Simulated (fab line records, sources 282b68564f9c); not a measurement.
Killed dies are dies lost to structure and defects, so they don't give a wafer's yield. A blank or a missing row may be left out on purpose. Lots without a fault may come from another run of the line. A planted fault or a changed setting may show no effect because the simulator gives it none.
Split-lot experiment | flow rit_cmos | 5 lots, 23 wafers read, on a route of 202 steps

THE SPLIT
At RIT_GATE_CVD_08 (deposits poly-Si from SiH4, target thk 250 nm, time 2220 s), the setting pressure_mtorr was moved away from the recipe's 300 mTorr on 20 of the 23 wafers read, by -14.8% to +14.5%. The other wafers ran this setting at the recipe's value.

FROM THE SPLIT TO THE READING: what the file shows between them, 7 steps
- RIT_GATE_EXPOSE_13: exposes mask M6, target cd 150 nm (also split here: dose_mj)
- RIT_GATE_ETCH_19: etches poly-Si in SF6/CHF3/O2, stops on SiO2, time 165 s, target depth 312.5 nm (also split here: time_s)
- RIT_GATE_STRIP_20: strips in O2, time 180 s
- RIT_REOX_CLEAN_00: cleans in SC1, time 600 s
- RIT_PLDD_IMPLANT_08 (also split here: dose_cm2)
- RIT_SPACER_CVD_03: deposits Si3N4 from SiH2Cl2/NH3, target thk 250 nm, time 3300 s (also split here: sih2cl2_flow_sccm)
- RIT_SPACER_THK_MEAS_04

THE READING
poly-Si_of_GATE_CVD_08.thk_nm (the simulator's own value, which no gauge read), in nm, at RIT_SPACER_ETCHBACK_05 (etches Si3N4 in SF6/CHF3, stops on SiO2, target depth 250 nm, time 240 s). The file gives no usual value for it. The 3 wafers here that ran the recipe average 167.5 nm, standard deviation 1.8 nm.

wafer  | tool, chamber at the split | pressure_mtorr as run, mTorr | against the recipe | poly-Si_of_GATE_CVD_08.thk_nm, nm | against lot-mates on the recipe
L074.2 | -, -                       | 331.2                        | +10.4%             | 177.6                             | no lot-mate on the recipe
L074.3 | -, -                       | 331.2                        | +10.4%             | 179.3                             | no lot-mate on the recipe
L074.4 | -, -                       | 331.2                        | +10.4%             | 177.9                             | no lot-mate on the recipe
L074.5 | -, -                       | 331.2                        | +10.4%             | 181.9                             | no lot-mate on the recipe
L074.6 | -, -                       | 331.2                        | +10.4%             | 177.4                             | no lot-mate on the recipe
L076.2 | lpcvd-01, 1                | 300                          | recipe             | 167.2                             | -
L076.5 | lpcvd-01, 1                | 300                          | recipe             | 169.9                             | -
L076.6 | lpcvd-01, 1                | 300                          | recipe             | 165.5                             | -
L080.1 | -, -                       | 343.5                        | +14.5%             | 181.5                             | no lot-mate on the recipe
L080.3 | -, -                       | 343.5                        | +14.5%             | 184.9                             | no lot-mate on the recipe
L080.4 | -, -                       | 343.5                        | +14.5%             | 183.6                             | no lot-mate on the recipe
L080.5 | -, -                       | 343.5                        | +14.5%             | 182.3                             | no lot-mate on the recipe
L080.6 | -, -                       | 343.5                        | +14.5%             | 182.3                             | no lot-mate on the recipe
L081.1 | -, -                       | 339.5                        | +13.2%             | 181.6                             | no lot-mate on the recipe
L081.2 | -, -                       | 339.5                        | +13.2%             | 181.5                             | no lot-mate on the recipe
L081.4 | -, -                       | 339.5                        | +13.2%             | 179                               | no lot-mate on the recipe
L081.5 | -, -                       | 339.5                        | +13.2%             | 180.9                             | no lot-mate on the recipe
L081.6 | -, -                       | 339.5                        | +13.2%             | 184.1                             | no lot-mate on the recipe
L084.2 | -, -                       | 255.6                        | -14.8%             | 145.6                             | no lot-mate on the recipe
L084.3 | -, -                       | 255.6                        | -14.8%             | 144.3                             | no lot-mate on the recipe
L084.4 | -, -                       | 255.6                        | -14.8%             | 149.1                             | no lot-mate on the recipe
L084.5 | -, -                       | 255.6                        | -14.8%             | 143.8                             | no lot-mate on the recipe
L084.6 | -, -                       | 255.6                        | -14.8%             | 146                               | no lot-mate on the recipe

THE FIT
A straight line over all 23 wafers: poly-Si_of_GATE_CVD_08.thk_nm changes by +1.27 nm for each +1% of pressure_mtorr; r = +0.99; the points scatter about the line by 2 nm.
Too few moved wafers have a lot-mate on the recipe to fit a line with each lot's own level taken away.

THE WHOLE CHAIN: every reading that the file lists as answering this split, in the file's order
step                   | what it does                                                             | reading                                                                        | change (the file's fit)              | r (the file's)
RIT_REOX_CLEAN_00      | cleans in SC1, time 600 s                                                | poly-Si_of_GATE_CVD_08.thk_nm (the simulator's own value, which no gauge read) | +1.22 nm for each +1% of the setting | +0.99
RIT_SPACER_ETCHBACK_05 | etches Si3N4 in SF6/CHF3, stops on SiO2, target depth 250 nm, time 240 s | poly-Si_of_GATE_CVD_08.thk_nm (the simulator's own value, which no gauge read) | +1.26 nm for each +1% of the setting | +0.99

THE FILE'S OWN FIT
poly-Si_of_GATE_CVD_08.thk_nm changes by +1.26 nm for each +1% of pressure_mtorr, r = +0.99.
